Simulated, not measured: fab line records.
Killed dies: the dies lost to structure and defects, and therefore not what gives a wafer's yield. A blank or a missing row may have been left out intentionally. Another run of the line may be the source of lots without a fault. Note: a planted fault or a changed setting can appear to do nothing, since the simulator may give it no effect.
fab line records	flow ritCmos
record: lots: 6	wafers: 18	lastDay: 7
route steps=202 shown PRETRO@65 GATE@75 FOX2@80 REOX@98 NLDD@103 M1@202
lots untouched by any fault: they come from a run of this same line in which no faults occurred
startH: hours from the record's first day to the start of the lot's first wafer shown	waitH: hours from the lot's prior step to this one	" the same as in the row above	L1.1+2: one row covering several wafers at once	- either no value or no given start	* or withheld: withheld	< > ~ a bound
route shown NAME@n: NAME is a module with steps in the file, n the number in the route of the first one	usual: mean/standard deviation taken from wafers without a fault	same: alike in all rows	chamber/n: place in a boat	sites: the reading at each site	_std_site: standard deviation across them	_edge_site: mean of outer sites minus mean of inner sites	radiusMm: how far each site lies from the wafer's centre	mask NAME#n: copy n	behind: tool/chamber where the wafer was last shaped	hold: the reason the lot was held/the length of the hold in hours/how it ended	device: the transistor (n, p or np) that didn't switch	end of line: tests run on the same wafers once the route is complete	a step without rows: its recipe alone	killed: count of dies lost to structure and defects at first sort (not the wafer's yield)	map: shows each die of a wafer: x if killed, . if not, _ if none is there
set.NAME: setting as actually run; set.NAME@STEP: the setting as run at that earlier step	model.NAME: the simulator's own value behind a step, which no gauge read
lots at selected steps of the route; one table per step, one row per wafer
services: when a tool's chamber went out of use (startH, in hours from the record's first day, below 0 if earlier), for how many hours, and the reason
== steps ==
step: RIT_PRETRO_COAT_01
recipe: resist: NOVOLAK	spinRpm: 2000	resistThkNm: 1300
step: RIT_PRETRO_SOFTBAKE_02
recipe: resist: NOVOLAK	tempC: 90	timeS: 60
step: RIT_PRETRO_EXPOSE_03
recipe: maskId: M5	na: 0.57	targetCdNm: 43700	doseMj: 250
step: RIT_PRETRO_PEB_04
recipe: resist: NOVOLAK	tempC: withheld	timeS: withheld
step: RIT_PRETRO_DEVELOP_05
recipe: resist: NOVOLAK	developTimeS: 68	devTempC: 23
step: RIT_PRETRO_OVL_MEAS_06
usual: PRETRO_OVL: -0.5/1.2
lot.wafer	tool	chamber	startH	waitH	PRETRO_OVL[nm]
L779.4	overlay-02	-	52.77	-	-0.5
L779.5	"	-	"	"	-0.2
L779.6	"	-	"	"	-0.4
L787.2	overlay-01	-	89.95	-	-1.1
L787.4	"	-	"	"	0.2
L787.6	"	-	"	"	-0.9
L789.1	overlay-01	-	99.24	-	-0.1
L789.4	"	-	"	"	-0.4
L789.5	"	-	"	"	-0.9
L795.2	overlay-01	-	129.13	-	-1.6
L795.4	"	-	"	"	-0.4
L795.5	"	-	"	"	-2.0
L796.1	overlay-02	-	134.16	-	-0.1
L796.3	"	-	"	"	-1.3
L796.5	"	-	"	"	-1.2
L797.1	overlay-02	-	138.42	-	0.2
L797.2	"	-	"	"	-0.6
L797.6	"	-	"	"	-1.4
step: RIT_PRETRO_HARDBAKE_07
recipe: resist: NOVOLAK	tempC: 140	timeS: 120
step: RIT_PRETRO_IMPLANT_08
recipe: species: B	energyKev: 45	doseCm2: 1.2e+13	tiltDeg: 7
step: RIT_PRETRO_STRIP_09
recipe: chemistry: O2	timeS: 180	resist: NOVOLAK	platenTempC: withheld	powerW: 500	pressureMtorr: 4000	o2FlowSccm: 4000
usual: drypumpMotorCurrentA: 5.40/0.22	o2FlowSccm: 4004/12
lot.wafer	tool	chamber	startH	waitH	drypumpMotorCurrentA	o2FlowSccm	rfHoursCounterH
L779.4	plasmaAsher-04	1	53.24	0.1	5.13	4016	-
L779.5	"	0	"	"	5.64	3979	-
L779.6	"	1	"	"	5.15	4005	-
L787.2	plasmaAsher-04	0	90.53	0.2	5.68	4008	29
L787.4	"	1	"	"	5.14	4004	-
L787.6	"	1	"	"	5.12	3989	-
L789.1	plasmaAsher-04	0	99.68	0.1	5.63	4017	30
L789.4	"	0	"	"	5.62	4003	-
L789.5	"	1	"	"	5.15	3988	-
L795.2	plasmaAsher-01	0	129.56	0.1	5.52	4008	45
L795.4	"	1	"	"	5.15	4013	-
L795.5	"	1	"	"	5.16	4000	-
L796.1	plasmaAsher-02	1	134.59	0.1	5.49	3984	50
L796.3	"	0	"	"	5.55	4008	-
L796.5	"	0	"	"	5.55	4018	-
L797.1	plasmaAsher-02	0	138.86	0.1	5.54	3993	51
L797.2	"	1	"	"	5.52	4031	51
L797.6	"	1	"	"	5.53	4002	-
step: RIT_PRETRO_TW_MEAS_10
usual: PRETRO_TW: 474/4.8
lot.wafer	tool	chamber	startH	waitH	PRETRO_TW
L779.4	filmMetro-01	-	53.39	0.1	474
L779.5	"	-	"	"	477
L779.6	"	-	"	"	476
L787.2	filmMetro-02	-	90.71	0.1	481
L787.4	"	-	"	"	481
L787.6	"	-	"	"	479
L789.1	filmMetro-02	-	99.85	0.1	479
L789.4	"	-	"	"	475
L789.5	"	-	"	"	477
L795.2	filmMetro-02	-	129.75	0.1	477
L795.4	"	-	"	"	477
L795.5	"	-	"	"	474
L796.1	filmMetro-02	-	134.77	0.1	476
L796.3	"	-	"	"	479
L796.5	"	-	"	"	475
L797.1	filmMetro-04	-	139.03	0.1	467
L797.2	"	-	"	"	468
L797.6	"	-	"	"	467
step: RIT_GATE_WET_ETCH_00
recipe: chemistry: BOE	target: SiO2	targetDepthNm: 56	timeS: 60	dry: n2Spin	dilution: 10:1	tempC: 21.5
step: RIT_GATE_CLEAN_01
recipe: chemistry: SC1	mix: 3:3:50	timeS: 600	tempC: 75
step: RIT_GATE_CLEAN_02
recipe: chemistry: dHF	dilution: 50:1	timeS: 30
lot.wafer	tool	chamber	startH	waitH
L779.4+5+6	wetBench-02	2	53.62	0.0
L787.2+4+6	wetBench-04	3	90.99	0.0
L789.1+4+5	wetBench-01	0	100.13	0.0
L795.2+4+5	wetBench-04	1	130.02	0.0
L796.1+3+5	wetBench-02	2	135.03	0.0
L797.1+2+6	wetBench-04	2	139.29	0.0
step: RIT_GATE_CLEAN_03
recipe: chemistry: SC2	mix: 3:3:50	timeS: 600	tempC: 75	dry: n2Spin
step: RIT_GATE_CLEAN_04
recipe: chemistry: dHF	dilution: 50:1	timeS: 60	dry: n2Spin
step: RIT_FOX2_THK_MEAS_91
recipe: reads: SiO2_of_FOX2_OXIDATION_00
usual: FIELD_OXIDE_LEFT_2_THK: 252/6.7
lot.wafer	tool	chamber	startH	waitH	FIELD_OXIDE_LEFT_2_THK[nm]
L779.4	filmMetro-01	-	53.88	0.0	265
L779.5	"	-	"	"	267
L779.6	"	-	"	"	272
L787.2	filmMetro-03	-	91.23	0.0	246
L787.4	"	-	"	"	244
L787.6	"	-	"	"	246
L789.1	filmMetro-02	-	100.36	0.0	247
L789.4	"	-	"	"	246
L789.5	"	-	"	"	248
L795.2	filmMetro-01	-	130.26	0.0	242
L795.4	"	-	"	"	239
L795.5	"	-	"	"	245
L796.1	filmMetro-02	-	135.24	0.0	252
L796.3	"	-	"	"	246
L796.5	"	-	"	"	250
L797.1	filmMetro-03	-	139.51	0.0	258
L797.2	"	-	"	"	253
L797.6	"	-	"	"	258
step: RIT_GATE_OXIDATION_05
recipe: tempC: 900	ambient: O2	targetThkA: 30	oxTimeS: 270
step: RIT_GATE_ANNEAL_06
recipe: tempC: 900	timeS: 600	ambient: N2O
step: RIT_GATE_THK_MEAS_07
recipe: reads: SiO2_of_GATE_OXIDATION_05
usual: GATE_OXIDE_THK: 3.01/0.066
lot.wafer	tool	chamber	startH	waitH	GATE_OXIDE_THK[nm]
L779.4	filmMetro-01	-	57.62	0.0	3.11
L779.5	"	-	"	"	3.10
L779.6	"	-	"	"	3.15
L787.2	filmMetro-03	-	92.61	0.0	2.95
L787.4	"	-	"	"	2.96
L787.6	"	-	"	"	2.98
L789.1	filmMetro-02	-	102.37	0.0	3.09
L789.4	"	-	"	"	3.09
L789.5	"	-	"	"	3.04
L795.2	filmMetro-03	-	132.39	0.0	2.96
L795.4	"	-	"	"	3.06
L795.5	"	-	"	"	3.12
L796.1	filmMetro-02	-	137.30	0.0	2.92
L796.3	"	-	"	"	3.03
L796.5	"	-	"	"	3.02
L797.1	filmMetro-03	-	141.96	0.0	2.88
L797.2	"	-	"	"	2.90
L797.6	"	-	"	"	2.95
step: RIT_GATE_CVD_08
recipe: material: poly-Si	targetThkNm: 250	tempC: 610	precursor: SiH4	timeS: 2220	pressureMtorr: 300	sih4FlowSccm: 100
step: RIT_GATE_THK_MEAS_09
recipe: reads: poly-Si_of_GATE_CVD_08
usual: GATE_POLY_THK: 249.8/2.3
lot.wafer	tool	chamber	startH	waitH	GATE_POLY_THK[nm]
L779.4	filmMetro-02	-	59.30	0.0	252.1
L779.5	"	-	"	"	250.5
L779.6	"	-	"	"	251.5
L787.2	filmMetro-02	-	94.29	0.0	250.3
L787.4	"	-	"	"	248.8
L787.6	"	-	"	"	251.4
L789.1	filmMetro-02	-	104.29	0.0	254.3
L789.4	"	-	"	"	251.1
L789.5	"	-	"	"	252.6
L795.2	filmMetro-01	-	134.88	0.0	250.7
L795.4	"	-	"	"	248.5
L795.5	"	-	"	"	248.5
L796.1	filmMetro-02	-	138.98	0.0	250.6
L796.3	"	-	"	"	248.9
L796.5	"	-	"	"	250.4
L797.1	filmMetro-02	-	144.44	0.0	248.9
L797.2	"	-	"	"	247.8
L797.6	"	-	"	"	249.8
step: RIT_GATE_HMDS_10
recipe: primeTimeS: 60	primeTempC: 140
step: RIT_GATE_COAT_11
recipe: resist: NOVOLAK	spinRpm: 4250	resistThkNm: 850
step: RIT_GATE_SOFTBAKE_12
recipe: resist: NOVOLAK	tempC: 90	timeS: 60
step: RIT_GATE_EXPOSE_13
recipe: maskId: M6	na: 0.6	sourceShape: conventional	sigmaOuter: 0.6	targetCdNm: 150	doseMj: 380
step: RIT_GATE_PEB_14
recipe: resist: NOVOLAK	tempC: withheld	timeS: withheld
step: RIT_GATE_DEVELOP_15
recipe: resist: NOVOLAK	developTimeS: 50	devTempC: 23
step: RIT_GATE_CD_MEAS_16
recipe: targetCdNm: 150
usual: cdNm: 150.1/2.6
lot.wafer	tool	chamber	startH	waitH	cdNm
L779.4	cdSem-01	-	60.29	-	152.4
L779.5	"	-	"	"	154.3
L779.6	"	-	"	"	156.5
L787.2	cdSem-01	-	95.21	-	150.9
L787.4	"	-	"	"	150.7
L787.6	"	-	"	"	150.8
L789.1	cdSem-01	-	105.20	-	147.4
L789.4	"	-	"	"	147.9
L789.5	"	-	"	"	149.4
L795.2	cdSem-01	-	135.92	-	150.5
L795.4	"	-	"	"	149.5
L795.5	"	-	"	"	147.9
L796.1	cdSem-01	-	139.89	-	150.3
L796.3	"	-	"	"	151.6
L796.5	"	-	"	"	149.8
L797.1	cdSem-02	-	145.35	-	149.6
L797.2	"	-	"	"	149.8
L797.6	"	-	"	"	147.9
step: RIT_GATE_OVL_MEAS_17
usual: GATE_OVL: -0.5/1.4
lot.wafer	tool	chamber	startH	waitH	GATE_OVL[nm]
L779.4	overlay-01	-	60.36	0.1	-1.7
L779.5	"	-	"	"	-1.3
L779.6	"	-	"	"	-0.6
L787.2	overlay-02	-	95.31	0.1	-1.7
L787.4	"	-	"	"	-0.1
L787.6	"	-	"	"	-0.6
L789.1	overlay-01	-	105.32	0.1	1.5
L789.4	"	-	"	"	2.3
L789.5	"	-	"	"	2.4
L795.2	overlay-02	-	136.03	0.1	-0.6
L795.4	"	-	"	"	-0.1
L795.5	"	-	"	"	-1.2
L796.1	overlay-02	-	140.01	0.1	-1.9
L796.3	"	-	"	"	-3.4
L796.5	"	-	"	"	-3.4
L797.1	overlay-02	-	145.47	0.1	0.2
L797.2	"	-	"	"	-1.1
L797.6	"	-	"	"	0.3
step: RIT_GATE_HARDBAKE_18
recipe: resist: NOVOLAK	tempC: 140	timeS: 60
step: RIT_GATE_ETCH_19
recipe: chemistry: SF6/CHF3/O2	timeS: 165	SF6_flow_sccm: 30	CHF3_flow_sccm: 30	O2_flow_sccm: 5	target: poly-Si	pressureMtorr: 40	rfW: 160	targetDepthA: 3125	overEtchFrac: 0.25	stopOn: SiO2
usual: drypumpMotorCurrentA: 5.7/0.46	heBacksideLeakSccm: 3.01/0.28	oesProductAu: 0.849/0.015	rfFwdPowerW: 159.4/0.51	throttleValvePct: 10.15/0.13
lot.wafer	tool	chamber	startH	waitH	drypumpMotorCurrentA	heBacksideLeakSccm	oesProductAu	rfFwdPowerW	rfHoursCounterH	throttleValvePct
L779.4	rieSi-02	3	60.53	0.1	4.7	2.96	0.869	158.8	86	10.21
L779.5	"	1	"	"	5.8	3.10	0.820	159.2	-	10.35
L779.6	"	0	"	"	6.1	2.97	0.835	158.6	-	10.12
L787.2	rieSi-02	1	95.49	0.1	5.8	3.35	0.828	158.9	151	10.34
L787.4	"	2	"	"	5.8	3.33	0.839	158.8	-	10.14
L787.6	"	1	"	"	5.9	3.32	0.828	159.6	-	10.35
L789.1	rieSi-02	2	105.51	0.1	5.8	3.04	0.857	160.0	115	10.16
L789.4	"	1	"	"	5.8	3.13	0.821	159.7	-	10.34
L789.5	"	3	"	"	4.7	3.09	0.868	159.7	-	10.23
L795.2	rieSi-02	2	136.21	0.1	5.8	2.86	0.844	159.5	116	10.16
L795.4	"	0	"	"	6.1	2.80	0.843	159.9	0	10.12
L795.5	"	3	"	"	4.7	3.21	0.860	158.7	-	10.21
L796.1	rieSi-01	0	140.20	0.1	5.6	2.80	0.858	159.9	28	10.10
L796.3	"	1	"	"	5.9	2.57	0.860	159.5	7	10.28
L796.5	"	0	"	"	5.6	2.75	0.859	159.4	-	10.10
L797.1	rieSi-02	0	145.66	0.1	6.1	2.88	0.843	158.8	0	10.09
L797.2	"	3	"	"	4.7	2.89	0.864	158.7	87	10.21
L797.6	"	1	"	"	5.9	3.01	0.863	159.3	-	10.35
step: RIT_GATE_STRIP_20
recipe: chemistry: O2	timeS: 180	resist: NOVOLAK	platenTempC: withheld	powerW: 500	pressureMtorr: 4000	o2FlowSccm: 4000
usual: drypumpMotorCurrentA: 5.8/0.51	o2FlowSccm: 4000/12
lot.wafer	tool	chamber	startH	waitH	drypumpMotorCurrentA	o2FlowSccm	rfHoursCounterH
L779.4	plasmaAsher-03	1	60.70	0.1	6.7	3983	-
L779.5	"	1	"	"	6.7	4003	-
L779.6	"	0	"	"	5.9	3983	-
L787.2	plasmaAsher-03	0	95.60	0.1	5.9	4009	47
L787.4	"	0	"	"	5.9	4013	-
L787.6	"	1	"	"	6.7	3987	-
L789.1	plasmaAsher-01	0	105.61	0.1	5.5	4006	42
L789.4	"	1	"	"	5.1	4011	-
L789.5	"	0	"	"	5.5	3979	-
L795.2	plasmaAsher-02	0	136.32	0.1	5.6	3997	50
L795.4	"	0	"	"	5.6	3995	-
L795.5	"	1	"	"	5.5	4012	-
L796.1	plasmaAsher-01	0	140.30	0.1	5.5	4006	47
L796.3	"	1	"	"	5.1	4018	-
L796.5	"	1	"	"	5.1	3992	-
L797.1	plasmaAsher-01	1	145.77	0.1	5.1	3983	47
L797.2	"	0	"	"	5.5	4013	47
L797.6	"	1	"	"	5.1	3980	-
step: RIT_GATE_CD_MEAS_90
recipe: targetCdNm: 150
usual: cdNm: 150.1/2.6
lot.wafer	tool	chamber	startH	waitH	cdNm
L779.4	cdSem-02	-	60.88	0.1	152.4
L779.5	"	-	"	"	154.3
L779.6	"	-	"	"	155.6
L787.2	cdSem-02	-	95.80	0.1	151.1
L787.4	"	-	"	"	150.6
L787.6	"	-	"	"	151.3
L789.1	cdSem-02	-	105.79	0.1	147.5
L789.4	"	-	"	"	148.2
L789.5	"	-	"	"	149.7
L795.2	cdSem-01	-	136.51	0.1	150.4
L795.4	"	-	"	"	149.6
L795.5	"	-	"	"	148.2
L796.1	cdSem-02	-	140.48	0.1	150.5
L796.3	"	-	"	"	151.6
L796.5	"	-	"	"	150.2
L797.1	cdSem-02	-	145.94	0.1	149.0
L797.2	"	-	"	"	149.4
L797.6	"	-	"	"	147.6
step: RIT_REOX_CLEAN_00
recipe: chemistry: SC1	mix: 3:3:50	timeS: 600	tempC: 75
step: RIT_REOX_CLEAN_01
recipe: chemistry: dHF	dilution: 50:1	timeS: 30
step: RIT_REOX_CLEAN_02
recipe: chemistry: SC2	mix: 3:3:50	timeS: 600	tempC: 75	dry: n2Spin
step: RIT_REOX_OXIDATION_03
recipe: tempC: 900	ambient: O2	targetThkA: 252	oxTimeS: 5580
step: RIT_REOX_THK_MEAS_04
recipe: reads: SiO2_of_REOX_OXIDATION_03
usual: REOX_OXIDE_THK: 25.0/0.49
lot.wafer	tool	chamber	startH	waitH	REOX_OXIDE_THK[nm]
L779.4	filmMetro-02	-	63.99	0.0	25.2
L779.5	"	-	"	"	25.0
L779.6	"	-	"	"	25.1
L787.2	filmMetro-03	-	100.79	0.0	25.1
L787.4	"	-	"	"	24.9
L787.6	"	-	"	"	25.3
L789.1	filmMetro-02	-	110.68	0.0	25.1
L789.4	"	-	"	"	25.2
L789.5	"	-	"	"	25.5
L795.2	filmMetro-02	-	139.86	0.0	24.9
L795.4	"	-	"	"	25.0
L795.5	"	-	"	"	25.2
L796.1	filmMetro-04	-	144.51	0.0	24.2
L796.3	"	-	"	"	24.3
L796.5	"	-	"	"	23.9
L797.1	filmMetro-04	-	149.45	0.0	24.6
L797.2	"	-	"	"	24.4
L797.6	"	-	"	"	24.2
step: RIT_NLDD_HMDS_00
recipe: primeTimeS: 60	primeTempC: 140
step: RIT_NLDD_COAT_01
recipe: resist: NOVOLAK	spinRpm: 3250	resistThkNm: 1000
step: RIT_NLDD_SOFTBAKE_02
recipe: resist: NOVOLAK	tempC: 90	timeS: 60
step: RIT_NLDD_EXPOSE_03
recipe: maskId: M7	na: 0.57	targetCdNm: 40700	doseMj: 250
step: RIT_M1_PROBE_99
usual: killedAtContacts: 0.0/0.18	killedAtFrontEnd: 7/3	killedDies: 7/3	killedOnRim: 2/1.4	killedOpen: 3.6/1.9	killedShort: 3.2/1.8
same: grossDies: 264	killed_at_M0_to_M3: 0	killed_at_M4_up: 0	killedAtBackSide: 0	killedAtOther: 0
lot.wafer	tool	chamber	startH	waitH	killedAtContacts	killedAtFrontEnd	killedDies	killedOnRim	killedOpen	killedShort
L779.4	prober-01	-	81.00	0.2	0	8	8	2	2	6
L779.5	prober-01	-	81.05	0.2	0	10	10	3	5	5
L779.6	prober-01	-	81.10	0.2	0	9	9	4	4	5
L787.2	prober-01	-	117.53	0.1	0	5	5	2	3	2
L787.4	prober-01	-	117.63	0.2	0	7	7	2	5	2
L787.6	prober-01	-	117.73	0.2	1	6	7	1	2	5
L789.1	prober-01	-	127.58	0.1	0	11	11	3	7	4
L789.4	prober-01	-	127.73	0.2	0	7	7	2	4	3
L789.5	prober-01	-	127.78	0.2	0	12	12	4	7	5
L795.2	prober-01	-	157.60	0.1	0	43	43	11	3	5
L795.4	prober-01	-	157.70	0.2	0	37	37	10	1	0
L795.5	prober-01	-	157.75	0.2	0	41	41	11	2	3
L796.1	prober-02	-	161.23	0.1	0	8	8	2	5	3
L796.3	prober-02	-	161.33	0.2	0	2	2	0	0	2
L796.5	prober-02	-	161.43	0.2	0	5	5	3	2	3
L797.1	prober-01	-	167.32	0.1	0	35	35	9	3	5
L797.2	prober-01	-	167.37	0.1	0	29	29	12	1	3
L797.6	prober-01	-	167.57	0.2	0	26	26	8	2	3
killed by level:class
L779.4 GATE:geometricParticle:short=5 FOX1:geometricParticle:short=1 FOX2:geometricParticle:open=1 GATE:geometricParticle:open=1
L779.5 SILICIDE:geometricParticle:short=3 FOX1:geometricParticle:open=2 REOX:geometricParticle:short=2 REOX:geometricParticle:open=2 GATE:geometricParticle:open=1
L779.6 FOX1:geometricParticle:open=2 REOX:geometricParticle:open=2 REOX:geometricParticle:short=2 FOX2:geometricParticle:short=1 GATE:geometricParticle:short=1 SPACER:geometricParticle:short=1
L787.2 GATE:geometricParticle:short=2 GATE:geometricParticle:open=2 SPACER:geometricParticle:open=1
L787.4 FOX1:geometricParticle:open=2 GATE:geometricParticle:open=2 FOX1:geometricParticle:short=1 GATE:geometricParticle:short=1 SPACER:geometricParticle:open=1
L787.6 GATE:geometricParticle:short=2 SILICIDE:geometricParticle:open=2 SPACER:geometricParticle:short=1 SILICIDE:geometricParticle:short=1 CONTACT:geometricParticle:short=1
L789.1 GATE:geometricParticle:open=5 REOX:geometricParticle:open=2 REOX:geometricParticle:short=2 GATE:geometricParticle:short=1 SPACER:geometricParticle:short=1
L789.4 GATE:geometricParticle:short=2 GATE:geometricParticle:open=2 FOX1:geometricParticle:short=1 REOX:geometricParticle:open=1 SPACER:geometricParticle:open=1
L789.5 GATE:geometricParticle:open=3 REOX:geometricParticle:open=3 REOX:geometricParticle:short=3 FOX1:geometricParticle:short=1 SILICIDE:geometricParticle:open=1 SILICIDE:geometricParticle:short=1
L795.2 GATE:unspecified=35 GATE:geometricParticle:short=4 FOX1:geometricParticle:open=1 FOX2:geometricParticle:short=1 GATE:geometricParticle:open=1 SPACER:geometricParticle:open=1
L795.4 GATE:unspecified=36 SPACER:geometricParticle:open=1
L795.5 GATE:unspecified=36 FOX1:geometricParticle:short=1 REOX:geometricParticle:short=1 SPACER:geometricParticle:short=1 SPACER:geometricParticle:open=1 SILICIDE:geometricParticle:open=1
L796.1 SILICIDE:geometricParticle:open=3 GATE:geometricParticle:open=2 REOX:geometricParticle:short=2 SILICIDE:geometricParticle:short=1
L796.3 FOX1:geometricParticle:short=1 GATE:geometricParticle:short=1
L796.5 FOX2:geometricParticle:short=1 GATE:geometricParticle:short=1 GATE:geometricParticle:open=1 SPACER:geometricParticle:short=1 SILICIDE:geometricParticle:open=1
L797.1 GATE:unspecified=27 GATE:geometricParticle:short=3 FOX1:geometricParticle:short=2 FOX1:geometricParticle:open=1 GATE:geometricParticle:open=1 SILICIDE:geometricParticle:open=1
L797.2 GATE:unspecified=25 FOX1:geometricParticle:short=1 FOX2:geometricParticle:short=1 FOX2:geometricParticle:open=1 GATE:geometricParticle:short=1
L797.6 GATE:unspecified=21 FOX2:geometricParticle:short=1 GATE:geometricParticle:short=1 GATE:geometricParticle:open=1 REOX:geometricParticle:short=1 REOX:geometricParticle:open=1
map L795.2 (x killed, . not)
________.x....._______
_____.............____
____...............___
___....x.....x......__
__xxxx....x.x...x...._
__xxxxxx............._
_xxxxxxxx.............
_xxxxxxx.............x
_xxxxxx...............
_.xxx..x..............
__..................._
__..................._
___.................__
____.............x.___
_____.............____
________......._______
map L797.1 (x killed, . not)
________..xxxxx_______
_____....xxxxxxx..____
____...x..xxxxxx...___
___.....x..xxxxx....__
__..........xxx......_
__..................._
_.....................
_....................x
_.......x.............
_................x....
__..................._
__......x.......x...._
___................x__
____...x...........___
_____.............____
________......._______
== services ==
tool	chamber	startH	hours	kind
rieSi-02	2	33.89	4.1	repair
rieSi-01	-	55.05	0.1	repair
wetBench-02	-	57.88	0.9	repair
wetBench-02	-	61.90	1.9	pm
plasmaAsher-04	-	73.26	1.3	repair
rieSi-02	0	94.99	-	clean
rieSi-02	0	94.99	17.5	scheduledDown
rieSi-02	0	94.99	17.5	ventCycle
plasmaAsher-03	-	108.75	9.0	pm
plasmaAsher-03	0	108.75	9.0	ventCycle
plasmaAsher-03	1	108.75	9.0	ventCycle
rieSi-02	1	112.48	-	clean
rieSi-02	1	112.48	22.1	scheduledDown
rieSi-02	1	112.48	22.1	ventCycle
wetBench-04	-	114.46	6.0	repair
plasmaAsher-03	0	117.75	-	clean
plasmaAsher-03	1	117.75	-	clean
plasmaAsher-04	-	131.30	3.8	repair
rieSi-01	-	133.55	2.8	pm
== key ==
firstSign: step: RIT_M1_PROBE_99	reading: killedAtFrontEnd	direction: up	sigmas: 9.4	usual: 7	struck: 35
effect: step: RIT_M1_PROBE_99	reading: killedDies	direction: up	sigmas: 9.4	usual: 7	struck: 35
metAt RIT_GATE_CLEAN_02
struckWafers L795.2,L795.4,L795.5,L797.1,L797.2,L797.6
testerLeftOut L795,L797
onsetBetween 90.99 130.02
alsoFits RIT_GATE_ETCH_19:rieSi-02
fault: kind: chamberParticleSource	tool: wetBench-04	chamber: -	onsetH: 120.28	steps: RIT_GATE_CLEAN_02	ratePerVisitCm2: 1.89	endH: 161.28
testerLeftOut: of these lots the tester's yield and bins aren't shown, on N5 and GAA mostly nor the transistor test; their killed dies are dies lost to structure and defects alone, not to doping, threshold or leakage, so they don't give the yield
